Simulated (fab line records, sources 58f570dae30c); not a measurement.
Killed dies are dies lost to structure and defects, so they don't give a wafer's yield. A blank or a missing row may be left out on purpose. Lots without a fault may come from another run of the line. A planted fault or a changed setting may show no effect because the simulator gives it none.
Tool commonality check | flow berkeley_cmos170 | 14 lots, 42 wafers sampled

WHY IT WAS OPENED
At UCB170_SDANNEAL_RS_MEAS_04 the reading PLDD_RS is flagged on 2 of 14 lots. Wafers without a fault read 1032.0 ohm/sq, standard deviation 2.7.
Rule: a lot is flagged when every wafer of it that has a number lies more than 4 standard deviations from that mean, or none has a number. The other lots count as sound.

lot  | measured     | on            | PLDD_RS (ohm/sq), wafer by wafer | flag
L253 | day 6 23:55  | film_metro-04 | 1035.3 1033.7 1035.7             |
L255 | day 7 14:04  | film_metro-02 | 1030.4 1030.4 1030.2             |
L254 | day 7 14:26  | film_metro-04 | 1034.7 1034.7 1036.7             |
L257 | day 7 14:36  | film_metro-01 | 1035.3 1033.9 1031.5             |
L258 | day 8 06:55  | film_metro-01 | 1027.5 1029.3 1029.4             |
L262 | day 8 16:17  | film_metro-04 | 1029.2 1034.2 1033.4             |
L261 | day 8 16:31  | film_metro-02 | 1031.3 1030.0 1031.7             |
L260 | day 8 17:35  | film_metro-04 | 1033.6 1032.0 1029.5             |
L263 | day 8 17:35  | film_metro-02 | 1030.9 1030.9 1030.2             |
L265 | day 9 07:46  | film_metro-01 | 1031.0 1029.2 1030.6             |
L267 | day 9 16:43  | film_metro-04 | 1030.3 1035.6 1034.9             |
L271 | day 10 18:23 | film_metro-01 | 954.9 955.8 957.4                | FLAGGED
L274 | day 11 09:01 | film_metro-02 | 951.3 951.6 952.8                | FLAGGED
L275 | day 11 09:17 | film_metro-01 | 1031.4 1029.5 1029.0             |
The numbers of the flagged lots are 954.0 ohm/sq on average: -78.0 ohm/sq against the usual, or -29 standard deviations.

WHICH TOOL RAN EACH LOT
The record holds 1 process step before the reading, out of a route of 331 steps. In each cell: the tool, then ch and the chambers that the sampled wafers went through, then the start.
lot  | flag    | UCB170_PLDD_IMPLANT_08
L253 |         | implanter-03 ch 0, day 6 10:03
L255 |         | implanter-04 ch 0, day 6 21:59
L254 |         | implanter-04 ch 0, day 7 00:51
L257 |         | implanter-01 ch 0, day 6 21:50
L258 |         | implanter-01 ch 0, day 7 17:58
L262 |         | implanter-01 ch 0, day 8 03:48
L261 |         | implanter-03 ch 0, day 8 04:21
L260 |         | implanter-04 ch 0, day 8 04:03
L263 |         | implanter-01 ch 0, day 8 04:34
L265 |         | implanter-04 ch 0, day 8 19:56
L267 |         | implanter-04 ch 0, day 9 03:42
L271 | FLAGGED | implanter-04 ch 0, day 10 05:24
L274 | FLAGGED | implanter-04 ch 0, day 10 17:01
L275 |         | implanter-03 ch 0, day 10 17:11
What these steps do:
- UCB170_PLDD_IMPLANT_08
- UCB170_SDANNEAL_RS_MEAS_04: measures by four-point-probe.

FLAGGED OVER TOTAL, TOOL BY TOOL (the gauges that took the reading come last)
step                       | tool          | lots run | flagged | share of the flagged lots | sound lots run after its first flagged lot
UCB170_PLDD_IMPLANT_08     | implanter-01  | 4        | 0       | none                      | -
UCB170_PLDD_IMPLANT_08     | implanter-03  | 3        | 0       | none                      | -
UCB170_PLDD_IMPLANT_08     | implanter-04  | 7        | 2       | all                       | 0
UCB170_SDANNEAL_RS_MEAS_04 | film_metro-01 | 5        | 1       | some                      | 1 (L275)
UCB170_SDANNEAL_RS_MEAS_04 | film_metro-02 | 4        | 1       | some                      | 0
UCB170_SDANNEAL_RS_MEAS_04 | film_metro-04 | 5        | 0       | none                      | -

WHAT THE TABLE ALLOWS
1 row of the table ran every flagged lot: implanter-04 at UCB170_PLDD_IMPLANT_08.
- implanter-04 at UCB170_PLDD_IMPLANT_08: 2 of its 7 lots flagged. Its last sound lot is L267 (day 9 03:42), its first flagged lot L271 (day 10 05:24): a fault that began between those two fits. Its own readings lie more than 4 standard deviations out on every wafer of the flagged lots: beam_on_s, end_station_pressure_torr, faraday_current_uA.
One tool is left: implanter-04 at UCB170_PLDD_IMPLANT_08.

WHAT THE SIMULATOR HAD PUT IN
Process parameter drift: implanter-04, from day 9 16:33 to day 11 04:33, at UCB170_PLDD_IMPLANT_08. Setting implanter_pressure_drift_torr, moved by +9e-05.
Process parameter drift: implanter-04, from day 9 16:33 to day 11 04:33, at UCB170_PLDD_IMPLANT_08. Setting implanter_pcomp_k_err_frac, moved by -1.
Lots struck among those shown: L271, L274. The rule above found the same.
